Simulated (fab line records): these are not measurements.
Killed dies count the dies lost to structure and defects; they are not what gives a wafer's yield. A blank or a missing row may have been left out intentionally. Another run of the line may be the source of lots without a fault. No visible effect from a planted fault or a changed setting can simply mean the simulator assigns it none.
fab line records    flow berkeley-cmos170
record lots=5  wafers=23
route steps=331 shown NSD@188 SILICIDE@211 CONTACT@220 M1@242 V2@301 M3@319
start-h: the number of hours between the record's first day and the start of the first shown wafer of the lot    wait-h: hours since the lot's step before    " as in the row above    L1.1+2: several wafers, shown together as one row    - either no value or no given start    * or withheld: withheld    < > ~ a bound
route shown NAME@n: a module of which the file shows steps, and the number in the route of the first    usual: mean/standard deviation taken from wafers without a fault    same: alike in all rows    chamber/n: place in a boat    sites: each site's reading    _std_site: how widely they spread, as a standard deviation    _edge_site: mean of outer sites minus mean of inner sites    radius-mm: for every site, how far away it sits from the centre of the wafer    mask NAME#n: copy n    behind: the most recent tool/chamber to have shaped the wafer    hold: the reason the lot was held/the length of the hold in hours/how it ended    device: names the non-switching transistor (n, p or np)    end of line: tests run on the same wafers once the route is complete    step lacking rows: just its recipe    killed: not the wafer's yield, but the dies lost to structure and defects at the first sort    map: the dies of a wafer, with x for killed, . for not killed, _ for no die there
set.NAME: the setting the step ran with; set.NAME@STEP: the setting that earlier step ran with    model.NAME: the simulator's own value behind a step, which no gauge read
lots with deliberately changed settings; one table per step, one row per wafer
## steps
# step UCB170_NSD_COAT_01
# recipe resist=KrF  spin-rpm=1500  resist-thk-nm=900
lot.wafer  tool            chamber  start-h  wait-h  set.spin-rpm  model.KrF_of_NSD_COAT_01.thk-nm
L076.1     litho-track-03  0        148.60   0.1     1500          904
L076.2     "               0        "        "       1500          903.8
L076.6     "               0        "        "       1500          902.8
L075.1     litho-track-02  0        149.21   0.1     1439          921.5
L075.2     "               0        "        "       1500          901.2
L075.3     "               0        "        "       1439          920.1
L075.4     "               0        "        "       1500          902
L075.5     "               0        "        "       1439          918.5
L077.1     litho-track-03  0        149.33   0.1     1500          901
L077.2     "               0        "        "       1500          903.8
L077.3     "               0        "        "       1500          905.6
L077.4     "               0        "        "       1500          904
L077.5     "               0        "        "       1500          904.8
L080.1     litho-track-02  0        168.62   0.1     1500          903.5
L080.2     "               0        "        "       1468          914.2
L080.3     "               0        "        "       1500          905.3
L080.5     "               0        "        "       1468          911.1
L080.6     "               0        "        "       1468          912.7
L082.1     litho-track-02  0        183.58   0.1     1500          900.9
L082.3     "               0        "        "       1608          867.4
L082.4     "               0        "        "       1500          902.1
L082.5     "               0        "        "       1500          900.1
L082.6     "               0        "        "       1608          868
# step UCB170_NSD_SOFTBAKE_02
# recipe resist=KrF  temp-c=130  time-s=60
# step UCB170_NSD_EXPOSE_03
# recipe mask-id=NSELECT_MOD  na=0.5  sigma-outer=0.6  source-shape=conventional  target-cd-nm=1200  dose-mj=30
# step UCB170_NSD_IMPLANT_08
# recipe species=P  dose-cm2=2.938e+15  energy-kev=40  tilt-deg=7
# step UCB170_NSD_STRIP_09
# recipe chemistry=O2  power-w=400  pressure-mtorr=3500  platen-temp-c=withheld  o2-flow-sccm=400  overash-fraction=0.5
# usual strip-time-to-endpoint-s=35.65/0.058
lot.wafer  tool             chamber  start-h  wait-h  set.spin-rpm@NSD_COAT_01  strip-time-to-endpoint-s
L076.1     plasma-asher-01  0        150.15   0.1     1500                      35.76
L076.2     "                1        "        "       1500                      35.76
L076.6     "                0        "        "       1500                      35.76
L075.1     plasma-asher-04  1        150.27   0.1     1439                      36.14
L075.2     "                0        "        "       1500                      35.63
L075.3     "                1        "        "       1439                      36.12
L075.4     "                0        "        "       1500                      35.64
L075.5     "                0        "        "       1439                      36.05
L077.1     plasma-asher-03  0        150.63   0.1     1500                      35.62
L077.2     "                1        "        "       1500                      35.67
L077.3     "                0        "        "       1500                      35.75
L077.4     "                1        "        "       1500                      35.68
L077.5     "                0        "        "       1500                      35.71
L080.1     plasma-asher-01  1        170.03   0.1     1500                      35.71
L080.2     "                0        "        "       1468                      35.97
L080.3     "                1        "        "       1500                      35.76
L080.5     "                0        "        "       1468                      35.90
L080.6     "                1        "        "       1468                      35.96
L082.1     plasma-asher-03  1        184.92   0.1     1500                      35.64
L082.3     "                1        "        "       1608                      34.83
L082.4     "                0        "        "       1500                      35.66
L082.5     "                1        "        "       1500                      35.64
L082.6     "                0        "        "       1608                      34.86
# step UCB170_SILICIDE_SPUTTER_01
# recipe material=Ti  target-thk-nm=30  time-s=25  power-w=1500  chamber-pressure-pa=0.5
lot.wafer  tool            chamber  start-h  wait-h  set.time-s  model.Ti_of_SILICIDE_SPUTTER_01.thk-nm
L076.1     pvd-sputter-03  -        152.17   0.0     25          30.38
L076.2     "               -        "        "       25          30.14
L076.6     "               -        "        "       25          30.53
L075.1     pvd-sputter-04  -        152.24   0.0     28.67       34.67
L075.2     "               -        "        "       28.67       34.51
L075.3     "               -        "        "       25          30.37
L075.4     "               -        "        "       28.67       34.24
L075.5     "               -        "        "       25          30.06
L077.1     pvd-sputter-03  -        152.86   0.0     25          30.9
L077.2     "               -        "        "       23.43       28.31
L077.3     "               -        "        "       25          30.58
L077.4     "               -        "        "       25          30.72
L077.5     "               -        "        "       23.43       28.72
L080.1     pvd-sputter-03  -        171.79   0.0     25          29.74
L080.2     "               -        "        "       23.26       28.36
L080.3     "               -        "        "       23.26       28.47
L080.5     "               -        "        "       25          30.33
L080.6     "               -        "        "       23.26       28.14
L082.1     pvd-sputter-03  -        186.65   0.0     25          30.26
L082.3     "               -        "        "       25          30.29
L082.4     "               -        "        "       25          29.8
L082.5     "               -        "        "       25          30.38
L082.6     "               -        "        "       25          29.99
# step UCB170_SILICIDE_RS_MEAS_02
# recipe thk-meas-gauge=four-point-probe  reads=Ti_of_SILICIDE_SPUTTER_01
# usual SILICIDE_TI_RS=25.8/0.33
lot.wafer  tool           chamber  start-h  wait-h  set.time-s@SILICIDE_SPUTTER_01  SILICIDE_TI_RS[ohm/sq]
L076.1     film-metro-03  -        152.20   0.0     25                              25.7
L076.2     "              -        "        "       25                              26.0
L076.6     "              -        "        "       25                              25.6
L075.1     film-metro-01  -        152.27   0.0     28.67                           22.1
L075.2     "              -        "        "       28.67                           22.1
L075.3     "              -        "        "       25                              25.7
L075.4     "              -        "        "       28.67                           22.4
L075.5     "              -        "        "       25                              26.1
L077.1     film-metro-01  -        152.89   0.0     25                              25.2
L077.2     "              -        "        "       23.43                           27.9
L077.3     "              -        "        "       25                              25.5
L077.4     "              -        "        "       25                              25.3
L077.5     "              -        "        "       23.43                           27.5
L080.1     film-metro-04  -        171.82   0.0     25                              26.3
L080.2     "              -        "        "       23.26                           27.9
L080.3     "              -        "        "       23.26                           27.7
L080.5     "              -        "        "       25                              25.7
L080.6     "              -        "        "       23.26                           28.2
L082.1     film-metro-03  -        186.68   0.0     25                              25.8
L082.3     "              -        "        "       25                              25.9
L082.4     "              -        "        "       25                              26.3
L082.5     "              -        "        "       25                              25.7
L082.6     "              -        "        "       25                              26.1
# step UCB170_SILICIDE_THK_MEAS_03
# recipe thk-meas-gauge=xrf  reads=Ti_of_SILICIDE_SPUTTER_01
# usual SILICIDE_TI_THK=30.4/0.36
lot.wafer  tool           chamber  start-h  wait-h  set.time-s@SILICIDE_SPUTTER_01  SILICIDE_TI_THK[nm]
L076.1     film-metro-03  -        152.32   0.1     25                              30.4
L076.2     "              -        "        "       25                              30.5
L076.6     "              -        "        "       25                              30.8
L075.1     film-metro-01  -        152.39   0.1     28.67                           34.9
L075.2     "              -        "        "       28.67                           34.7
L075.3     "              -        "        "       25                              30.5
L075.4     "              -        "        "       28.67                           34.4
L075.5     "              -        "        "       25                              30.1
L077.1     film-metro-01  -        153.01   0.1     25                              31.1
L077.2     "              -        "        "       23.43                           28.5
L077.3     "              -        "        "       25                              30.8
L077.4     "              -        "        "       25                              30.8
L077.5     "              -        "        "       23.43                           28.9
L080.1     film-metro-04  -        171.94   0.1     25                              29.7
L080.2     "              -        "        "       23.26                           28.4
L080.3     "              -        "        "       23.26                           28.7
L080.5     "              -        "        "       25                              30.3
L080.6     "              -        "        "       23.26                           28.1
L082.1     film-metro-03  -        186.80   0.1     25                              30.5
L082.3     "              -        "        "       25                              30.4
L082.4     "              -        "        "       25                              30.1
L082.5     "              -        "        "       25                              30.7
L082.6     "              -        "        "       25                              30.3
# step UCB170_CONTACT_COAT_04
# recipe resist=KrF  spin-rpm=1500  resist-thk-nm=900
lot.wafer  tool            chamber  start-h  wait-h  set.resist-thk-nm  model.KrF_of_CONTACT_COAT_04.thk-nm
L075.1     litho-track-01  0        154.91   0.1     900                898.4
L075.2     "               0        "        "       859.9              859.2
L075.3     "               0        "        "       900                898.3
L075.4     "               0        "        "       900                899.2
L075.5     "               0        "        "       859.9              860.9
L076.1     litho-track-02  0        154.91   0.1     900                899.5
L076.2     "               0        "        "       900                900.5
L076.6     "               0        "        "       900                901.2
L077.1     litho-track-02  0        157.48   0.1     884.6              890.2
L077.2     "               0        "        "       900                904.2
L077.3     "               0        "        "       900                903.4
L077.4     "               0        "        "       884.6              887.1
L077.5     "               0        "        "       900                904.9
L080.1     litho-track-02  0        175.33   0.1     862.7              865.9
L080.2     "               0        "        "       900                901.2
L080.3     "               0        "        "       900                900.2
L080.5     "               0        "        "       862.7              864.9
L080.6     "               0        "        "       862.7              867.2
L082.1     litho-track-01  0        192.38   0.1     925.9              923.8
L082.3     "               0        "        "       925.9              923.1
L082.4     "               0        "        "       900                900.3
L082.5     "               0        "        "       900                901
L082.6     "               0        "        "       900                899.3
# step UCB170_CONTACT_SOFTBAKE_05
# recipe resist=KrF  temp-c=130  time-s=60
# step UCB170_CONTACT_STRIP_06
# recipe chemistry=O2  power-w=400  pressure-mtorr=3500  platen-temp-c=withheld  o2-flow-sccm=400  overash-fraction=0.5
# usual strip-time-to-endpoint-s=22.01/0.061
lot.wafer  tool             chamber  start-h  wait-h  set.resist-thk-nm@CONTACT_COAT_04  strip-time-to-endpoint-s
L075.1     plasma-asher-02  1        155.21   0.1     900                                21.93
L075.2     "                0        "        "       859.9                              21.00
L075.3     "                1        "        "       900                                21.92
L075.4     "                0        "        "       900                                21.95
L075.5     "                0        "        "       859.9                              21.02
L076.1     plasma-asher-01  1        155.21   0.1     900                                21.95
L076.2     "                0        "        "       900                                21.98
L076.6     "                0        "        "       900                                21.98
L077.1     plasma-asher-01  1        157.78   0.1     884.6                              21.74
L077.2     "                0        "        "       900                                22.07
L077.3     "                0        "        "       900                                22.05
L077.4     "                1        "        "       884.6                              21.65
L077.5     "                1        "        "       900                                22.09
L080.1     plasma-asher-02  0        175.63   0.1     862.7                              21.17
L080.2     "                1        "        "       900                                21.99
L080.3     "                1        "        "       900                                21.98
L080.5     "                0        "        "       862.7                              21.13
L080.6     "                1        "        "       862.7                              21.18
L082.1     plasma-asher-03  1        192.68   0.1     925.9                              22.55
L082.3     "                0        "        "       925.9                              22.51
L082.4     "                1        "        "       900                                21.98
L082.5     "                1        "        "       900                                22.00
L082.6     "                0        "        "       900                                21.95
# step UCB170_CONTACT_EXPOSE_12
# recipe mask-id=CONT  target-cd-nm=700  na=0.5  sigma-outer=0.6  source-shape=conventional  dose-mj=35
lot.wafer       tool            chamber  start-h  wait-h  mask    set.dose-mj
L076.1+2+6      krf-scanner-02  0        156.13   -       CONT#0  35
L075.1+4+5      krf-scanner-02  0        156.24   -       CONT#0  35
L075.2+3        "               0        "        "       CONT#0  33.87
L077.1+2+3      krf-scanner-01  0        158.96   -       CONT#0  35.98
L077.4+5        "               0        "        "       CONT#0  35
L080.1+3+6      krf-scanner-01  0        176.61   -       CONT#0  35
L080.2+5        "               0        "        "       CONT#0  36.94
L082.1+3+4+5+6  krf-scanner-02  0        193.82   -       CONT#0  35
# step UCB170_CONTACT_PEB_13
# recipe peb-temp-c=130  peb-time-s=withheld  resist=KrF
# step UCB170_CONTACT_DEVELOP_14
# recipe developer=TMAH  develop-time-s=45  resist=KrF  dev-temp-c=21
# step UCB170_CONTACT_CD_MEAS_15
# recipe target-cd-nm=700
# usual cd-nm=700.4/1.3
lot.wafer  tool       chamber  start-h  wait-h  set.dose-mj@CONTACT_EXPOSE_12  cd-nm
L076.1     cd-sem-01  -        156.52   -       35                             699.6
L076.2     "          -        "        "       35                             699.9
L076.6     "          -        "        "       35                             699.9
L075.1     cd-sem-02  -        156.79   -       35                             700.3
L075.2     "          -        "        "       33.87                          694.1
L075.3     "          -        "        "       33.87                          695.1
L075.4     "          -        "        "       35                             700.6
L075.5     "          -        "        "       35                             701.0
L077.1     cd-sem-01  -        159.43   -       35.98                          706.7
L077.2     "          -        "        "       35.98                          706.5
L077.3     "          -        "        "       35.98                          704.9
L077.4     "          -        "        "       35                             702.0
L077.5     "          -        "        "       35                             701.4
L080.1     cd-sem-01  -        177.00   -       35                             700.9
L080.2     "          -        "        "       36.94                          711.4
L080.3     "          -        "        "       35                             701.5
L080.5     "          -        "        "       36.94                          711.3
L080.6     "          -        "        "       35                             700.0
L082.1     cd-sem-01  -        194.41   -       35                             702.2
L082.3     "          -        "        "       35                             701.3
L082.4     "          -        "        "       35                             701.3
L082.5     "          -        "        "       35                             702.0
L082.6     "          -        "        "       35                             702.5
# step UCB170_CONTACT_ETCH_17
# recipe chemistry=N2/H2  target-depth-a=withheld  overetch-a=withheld  target=BARC  time-s=withheld  source-w=500  bias-w=100  pressure-mtorr=30  n2-flow-sccm=100  h2-flow-sccm=200
lot.wafer  tool         chamber  start-h  wait-h  set.dose-mj@CONTACT_EXPOSE_12  model.CONTACT.cd-nm
L076.1     rie-diel-04  2        156.68   0.0     35                             698.8
L076.2     "            0        "        "       35                             699.4
L076.6     "            0        "        "       35                             699.9
L075.1     rie-diel-01  0        156.95   0.0     35                             699.5
L075.2     "            1        "        "       33.87                          693.6
L075.3     "            3        "        "       33.87                          696.1
L075.4     "            2        "        "       35                             700.1
L075.5     "            3        "        "       35                             701.3
L077.1     rie-diel-01  1        159.58   0.0     35.98                          706.1
L077.2     "            0        "        "       35.98                          706.8
L077.3     "            3        "        "       35.98                          705.8
L077.4     "            1        "        "       35                             700.6
L077.5     "            3        "        "       35                             702.5
L080.1     rie-diel-04  2        177.16   0.0     35                             700.5
L080.2     "            3        "        "       36.94                          712.1
L080.3     "            1        "        "       35                             701.4
L080.5     "            2        "        "       36.94                          711.4
L080.6     "            3        "        "       35                             700.2
L082.1     rie-diel-04  1        194.56   0.0     35                             702.4
L082.3     "            2        "        "       35                             701.9
L082.4     "            3        "        "       35                             702
L082.5     "            3        "        "       35                             702.6
L082.6     "            0        "        "       35                             702.1
# step UCB170_CONTACT_ETCH_18
# recipe chemistry=CHF3/CF4/Ar  target=PSG  stop-on=TiSi2  CHF3_flow_sccm=45  cf4-flow-sccm=15  Ar_flow_sccm=150  pressure-mtorr=200  rf-w=700  target-depth-a=8400  over-etch-frac=0.2  time-s=195
# step UCB170_CONTACT_STRIP_19
# recipe chemistry=O2  power-w=400  pressure-mtorr=3500  platen-temp-c=withheld  o2-flow-sccm=400  overash-fraction=0.5
# step UCB170_CONTACT_CD_MEAS_90
# recipe target-cd-nm=700
# usual cd-nm=700.3/1.6
lot.wafer  tool       chamber  start-h  wait-h  set.dose-mj@CONTACT_EXPOSE_12  cd-nm
L076.1     cd-sem-01  -        156.94   0.1     35                             699.0
L076.2     "          -        "        "       35                             699.3
L076.6     "          -        "        "       35                             699.7
L075.1     cd-sem-01  -        157.22   0.1     35                             699.5
L075.2     "          -        "        "       33.87                          694.5
L075.3     "          -        "        "       33.87                          697.0
L075.4     "          -        "        "       35                             699.3
L075.5     "          -        "        "       35                             702.3
L077.1     cd-sem-01  -        159.85   0.1     35.98                          706.5
L077.2     "          -        "        "       35.98                          706.8
L077.3     "          -        "        "       35.98                          706.5
L077.4     "          -        "        "       35                             700.3
L077.5     "          -        "        "       35                             703.0
L080.1     cd-sem-01  -        177.42   0.1     35                             700.3
L080.2     "          -        "        "       36.94                          712.4
L080.3     "          -        "        "       35                             701.7
L080.5     "          -        "        "       36.94                          711.8
L080.6     "          -        "        "       35                             699.6
L082.1     cd-sem-02  -        194.83   0.1     35                             702.9
L082.3     "          -        "        "       35                             701.7
L082.4     "          -        "        "       35                             701.8
L082.5     "          -        "        "       35                             701.7
L082.6     "          -        "        "       35                             702.1
# step UCB170_M1_COAT_04
# recipe resist=KrF  spin-rpm=1500  resist-thk-nm=900
lot.wafer  tool            chamber  start-h  wait-h  set.resist-thk-nm  model.KrF_of_M1_COAT_04.thk-nm
L076.1     litho-track-04  0        -        -       900                900.1
L076.2+6   "               0        "        "       900                901
L075.1     litho-track-01  0        -        -       900                901.7
L075.2     "               0        "        "       900                900.1
L075.3     "               0        "        "       900                900.7
L075.4     "               0        "        "       852.6              855
L075.5     "               0        "        "       852.6              853.1
L077.1     litho-track-02  0        -        -       860.2              859.4
L077.2     "               0        "        "       860.2              857.7
L077.3     "               0        "        "       900                894.7
L077.4     "               0        "        "       900                895.1
L077.5     "               0        "        "       860.2              858.6
L080.1     litho-track-01  0        -        -       937                939.4
L080.2     "               0        "        "       937                939.5
L080.3     "               0        "        "       900                902.9
L080.5     "               0        "        "       900                904.2
L080.6     "               0        "        "       937                938.2
L082.1     litho-track-04  0        -        -       900                899.4
L082.3     "               0        "        "       900                902.9
L082.4     "               0        "        "       900                901.8
L082.5     "               0        "        "       900                902
L082.6     "               0        "        "       900                905.1
# step UCB170_M1_SOFTBAKE_05
# recipe resist=KrF  temp-c=130  time-s=60
# step UCB170_M1_EXPOSE_06
# recipe mask-id=METAL1  target-cd-nm=700  na=0.5  sigma-outer=0.6  source-shape=conventional  dose-mj=21
# step UCB170_M1_ETCH_11
# recipe chemistry=N2/H2  target-depth-a=withheld  overetch-a=withheld  target=BARC  time-s=withheld  source-w=500  bias-w=100  pressure-mtorr=30  n2-flow-sccm=100  h2-flow-sccm=200
# step UCB170_M1_METAL_ETCH_12
# recipe chemistry=Cl2/BCl3  target=Al  stop-on=PSG  pressure-mtorr=12  target-depth-a=7800  over-etch-frac=0.3  time-s=130  icp-w=600  bias-w=120  Cl2_flow_sccm=90  bcl3-flow-sccm=45
lot.wafer  tool          chamber  start-h  wait-h  set.resist-thk-nm@M1_COAT_04  model.KrF_of_M1_COAT_04.thk-nm
L076.1     rie-metal-02  1        158.68   -       900                           441.1
L076.2     "             0        "        "       900                           437.2
L076.6     "             1        "        "       900                           443.9
L075.1     rie-metal-01  0        158.85   -       900                           440.4
L075.2     "             1        "        "       900                           427.4
L075.3     "             0        "        "       900                           441.6
L075.4     "             1        "        "       852.6                         383.3
L075.5     "             1        "        "       852.6                         383.8
L077.1     rie-metal-04  0        161.59   -       860.2                         391.4
L077.2     "             1        "        "       860.2                         411.4
L077.3     "             1        "        "       900                           450.3
L077.4     "             0        "        "       900                           429.8
L077.5     "             1        "        "       860.2                         413.7
L080.1     rie-metal-02  0        180.13   -       937                           471.6
L080.2     "             1        "        "       937                           482.4
L080.3     "             0        "        "       900                           435.8
L080.5     "             1        "        "       900                           449.9
L080.6     "             0        "        "       937                           468.9
L082.1     rie-metal-02  1        196.72   -       900                           447.5
L082.3     "             1        "        "       900                           449.8
L082.4     "             0        "        "       900                           434.4
L082.5     "             0        "        "       900                           439.6
L082.6     "             1        "        "       900                           453.9
# step UCB170_V2_EXPOSE_09
# recipe mask-id=VIA2  target-cd-nm=700  na=0.5  sigma-outer=0.6  source-shape=conventional  dose-mj=37
lot.wafer       tool            chamber  start-h  wait-h  mask    set.dose-mj
L076.1+2+6      krf-scanner-02  0        169.59   0.1     VIA2#0  37
L075.1+2+3+4+5  krf-scanner-02  0        170.04   0.1     VIA2#0  37
L077.1+2+3+4+5  krf-scanner-01  0        174.92   0.2     VIA2#0  37
L080.1+3+6      krf-scanner-02  0        198.60   0.4     VIA2#0  34.93
L080.2+5        "               0        "        "       VIA2#0  37
L082.1+3+5      krf-scanner-02  0        210.62   0.1     VIA2#0  37
L082.4+6        "               0        "        "       VIA2#0  39.39
# step UCB170_M3_COAT_10
# recipe resist=KrF  spin-rpm=1500  resist-thk-nm=900
lot.wafer  tool            chamber  start-h  wait-h  set.spin-rpm  model.KrF_of_M3_COAT_10.thk-nm
L076.1     litho-track-02  0        -        -       1500          898.9
L076.2     "               0        "        "       1500          903.4
L076.6     "               0        "        "       1500          903.3
L075.1     litho-track-01  0        -        -       1500          902.9
L075.2     "               0        "        "       1500          902.6
L075.3     "               0        "        "       1500          902.8
L075.4     "               0        "        "       1605          872.6
L075.5     "               0        "        "       1605          869.2
L077.1     litho-track-02  0        -        -       1500          900.4
L077.2     "               0        "        "       1444          918.7
L077.3     "               0        "        "       1500          897.6
L077.4     "               0        "        "       1444          917.2
L077.5     "               0        "        "       1444          919.2
L080.1     litho-track-04  0        -        -       1462          912.4
L080.2     "               0        "        "       1462          913.7
L080.3     "               0        "        "       1500          899.1
L080.5     "               0        "        "       1500          903
L080.6     "               0        "        "       1462          909.7
L082.1     litho-track-01  0        -        -       1500          898.7
L082.3     "               0        "        "       1548          883.6
L082.4     "               0        "        "       1548          884.4
L082.5     "               0        "        "       1500          898
L082.6     "               0        "        "       1548          884.7
## key
split step=UCB170_NSD_COAT_01  setting=spin-rpm  stated=1500  by=wafer
response step=UCB170_NSD_COAT_01  reading=model.KrF_of_NSD_COAT_01.thk-nm  change=-4.56  per=1%  r=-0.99
response step=UCB170_NSD_STRIP_09  reading=strip-time-to-endpoint-s  change=*  per=1%  r=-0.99
split step=UCB170_SILICIDE_SPUTTER_01  setting=time-s  stated=25  by=wafer
response step=UCB170_SILICIDE_SPUTTER_01  reading=model.Ti_of_SILICIDE_SPUTTER_01.thk-nm  change=+0.292  per=1%  r=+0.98
response step=UCB170_SILICIDE_RS_MEAS_02  reading=SILICIDE_TI_RS  change=-0.271  per=1%  r=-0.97
response step=UCB170_SILICIDE_THK_MEAS_03  reading=SILICIDE_TI_THK  change=+0.295  per=1%  r=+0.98
split step=UCB170_CONTACT_COAT_04  setting=resist-thk-nm  stated=900  by=wafer
response step=UCB170_CONTACT_COAT_04  reading=model.KrF_of_CONTACT_COAT_04.thk-nm  change=+8.48  per=1%  r=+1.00
response step=UCB170_CONTACT_STRIP_06  reading=strip-time-to-endpoint-s  change=*  per=1%  r=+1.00
split step=UCB170_CONTACT_EXPOSE_12  setting=dose-mj  stated=35  by=wafer
response step=UCB170_CONTACT_CD_MEAS_15  reading=cd-nm  change=+1.84  per=1%  r=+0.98
response step=UCB170_CONTACT_ETCH_17  reading=model.CONTACT.cd-nm  change=+1.88  per=1%  r=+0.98
response step=UCB170_CONTACT_CD_MEAS_90  reading=cd-nm  change=+1.9  per=1%  r=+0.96
split step=UCB170_M1_COAT_04  setting=resist-thk-nm  stated=900  by=wafer
response step=UCB170_M1_COAT_04  reading=model.KrF_of_M1_COAT_04.thk-nm  change=+8.61  per=1%  r=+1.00
response step=UCB170_M1_METAL_ETCH_12  reading=model.KrF_of_M1_COAT_04.thk-nm  change=+8.73  per=1%  r=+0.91
split step=UCB170_V2_EXPOSE_09  setting=dose-mj  stated=37  by=wafer
response none in this file
split step=UCB170_M3_COAT_10  setting=spin-rpm  stated=1500  by=wafer
response step=UCB170_M3_COAT_10  reading=model.KrF_of_M3_COAT_10.thk-nm  change=-4.63  per=1%  r=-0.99
